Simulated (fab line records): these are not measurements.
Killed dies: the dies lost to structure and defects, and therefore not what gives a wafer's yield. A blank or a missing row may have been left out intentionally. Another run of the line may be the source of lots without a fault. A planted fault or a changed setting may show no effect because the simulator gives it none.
What tool caused it?    flow berkeleyCmos170    15 lots, 45 wafers sampled, at 4 steps of a route of 331

## WHAT THE GAUGES READ, wafer by wafer
UCB170_GATE_CD_MEAS_90 targets a cd of 350 nm.
lot   measured      on        cdNm (nm)
L513  day 6 20:20   cdSem-01  348.6 348.5 351.1
L515  day 7 08:58   cdSem-01  347.3 348.8 348.2
L518  day 8 00:31   cdSem-01  349.1 349.9 349.0
L516  day 8 00:41   cdSem-02  348.1 348.1 348.9
L517  day 8 00:54   cdSem-02  348.9 350.9 347.7
L520  day 9 00:19   cdSem-01  350.1 349.2 351.8
L523  day 9 06:08   cdSem-01  351.2 351.2 352.9
L525  day 9 06:22   cdSem-01  348.4 349.3 350.7
L528  day 10 07:05  cdSem-01  349.1 349.0 348.2
L530  day 10 20:32  cdSem-02  347.8 346.9 347.1
L529  day 10 20:49  cdSem-02  352.2 350.6 350.3
L531  day 10 20:56  cdSem-01  354.0 355.1 353.4
L532  day 11 07:21  cdSem-02  352.1 351.7 352.1
L535  day 11 22:26  cdSem-02  348.1 351.5 350.7
L534  day 11 22:30  cdSem-01  350.0 352.9 351.8

UCB170_PSD_OVL_MEAS_07.
lot   measured      on          PSD_OVL (nm)
L513  day 7 08:36   overlay-01  9 4 2
L515  day 7 21:34   overlay-01  -4 3 -2
L518  day 8 16:08   overlay-01  6 -1 3
L516  day 8 16:38   overlay-01  -2 3 4
L517  day 8 16:23   overlay-02  -1 6 2
L520  day 9 16:19   overlay-02  6 6 -2
L523  day 9 16:10   overlay-02  3 9 1
L525  day 9 16:12   overlay-01  -9 10 10
L528  day 10 20:13  overlay-02  -6 -1 -1
L530  day 11 10:00  overlay-01  5 2 1
L529  day 11 10:16  overlay-02  0 3 6
L531  day 11 10:00  overlay-02  3 10 2
L532  day 11 19:01  overlay-01  -6 1 4
L535  day 12 10:11  overlay-02  -6 -10 -9
L534  day 12 10:31  overlay-02  4 3 0

UCB170_NSD_TW_MEAS_10.
lot   measured      on            NSD_TW
L513  day 7 11:32   filmMetro-03  4154 4140 4133
L515  day 8 01:22   filmMetro-02  4149 4112 4111
L518  day 8 18:02   filmMetro-03  4191 4183 4178
L516  day 8 18:32   filmMetro-03  4181 4167 4175
L517  day 8 18:16   filmMetro-01  4245 4254 4251
L520  day 9 19:19   filmMetro-02  4130 4111 4122
L523  day 9 19:04   filmMetro-02  4135 4104 4124
L525  day 9 19:13   filmMetro-01  4225 4232 4239
L528  day 10 23:12  filmMetro-01  4198 4224 4209
L530  day 11 11:53  filmMetro-01  4232 4269 4249
L529  day 11 12:22  filmMetro-01  4236 4240 4230
L531  day 11 12:08  filmMetro-02  4139 4123 4116
L532  day 11 21:16  filmMetro-01  4210 4234 4228
L535  day 12 12:08  filmMetro-02  4131 4144 4150
L534  day 12 13:09  filmMetro-03  4189 4168 4159

## WHAT TOOL EACH LOT RAN ON (gives the tool, then ch and the chambers of the sampled wafers, and finally the start)
lot   UCB170_NSD_PEB_04
L513  lithoTrack-01 ch 0, day 7 10:53
L515  lithoTrack-01 ch 0, day 8 00:29
L518  lithoTrack-04 ch 0, day 8 17:23
L516  lithoTrack-01 ch 0, day 8 17:52
L517  lithoTrack-03 ch 0, day 8 17:35
L520  lithoTrack-01, day 9 18:38
L523  lithoTrack-01, day 9 18:23
L525  lithoTrack-04, day 9 18:32
L528  lithoTrack-01 ch 0, day 10 22:34
L530  lithoTrack-04 ch 0, day 11 11:13
L529  lithoTrack-03 ch 0, day 11 11:41
L531  lithoTrack-01 ch 0, day 11 11:27
L532  lithoTrack-04 ch 0, day 11 20:35
L535  lithoTrack-01 ch 0, day 12 11:26
L534  lithoTrack-03 ch 0, day 12 12:28
- UCB170_NSD_PEB_04

## AS READ BY THE TOOLS THEMSELVES (means over the sampled wafers that have a number; for cases with no such wafer, the mark the record gives instead)
UCB170_NSD_PEB_04.
lot   tool           chillPlateTempC (C)  exhaustPa (Pa)
L513  lithoTrack-01  23.03                44.1
L515  lithoTrack-01  22.99                46.6
L518  lithoTrack-04  23.17                44.6
L516  lithoTrack-01  22.78                46.1
L517  lithoTrack-03  23.07                44.9
L520  lithoTrack-01  -                    -
L523  lithoTrack-01  -                    -
L525  lithoTrack-04  -                    -
L528  lithoTrack-01  22.92                44.9
L530  lithoTrack-04  23.05                44.9
L529  lithoTrack-03  22.86                44.8
L531  lithoTrack-01  22.93                45.2
L532  lithoTrack-04  23.01                44.3
L535  lithoTrack-01  23.05                44.6
L534  lithoTrack-03  22.98                45.3

## THE ANSWER, worked out from the rows above alone
Rule: the usual values come from the lots themselves. The widest of any qualifying gaps counts: lots, ordered by their means at a reading, are off when they make up no more than a third of the lots, leave a main group of 4 or more, and stand apart from it by 3 or more times the standard deviation of that group's means. A main group whose means are all the same, to the digits that the tables above print for the reading, isn't used. Also off: a lot with no number at a reading for which 4 or more lots have one. All remaining lots with rows at the step are treated as sound. The gauges are gone through in route order, then the tools' own readings, and for those a lot's mean is taken as printed above. The first step at which some lot is off is used, and at that step the reading that is off furthest; a lot without a number counts as furthest.
Off, at UCB170_NSD_PEB_04 on chillPlateTempC: L520, L523, L525. Without a number there: L520, L523, L525. Main group: mean 22.99 C, sd 0.099.
If a tool, at that step or one of the process steps before it, ran each lot that is off and ran no sound lot following the first of them, it fits. None of those tried fits.

## WHAT WAS PUT IN BY THE SIMULATOR
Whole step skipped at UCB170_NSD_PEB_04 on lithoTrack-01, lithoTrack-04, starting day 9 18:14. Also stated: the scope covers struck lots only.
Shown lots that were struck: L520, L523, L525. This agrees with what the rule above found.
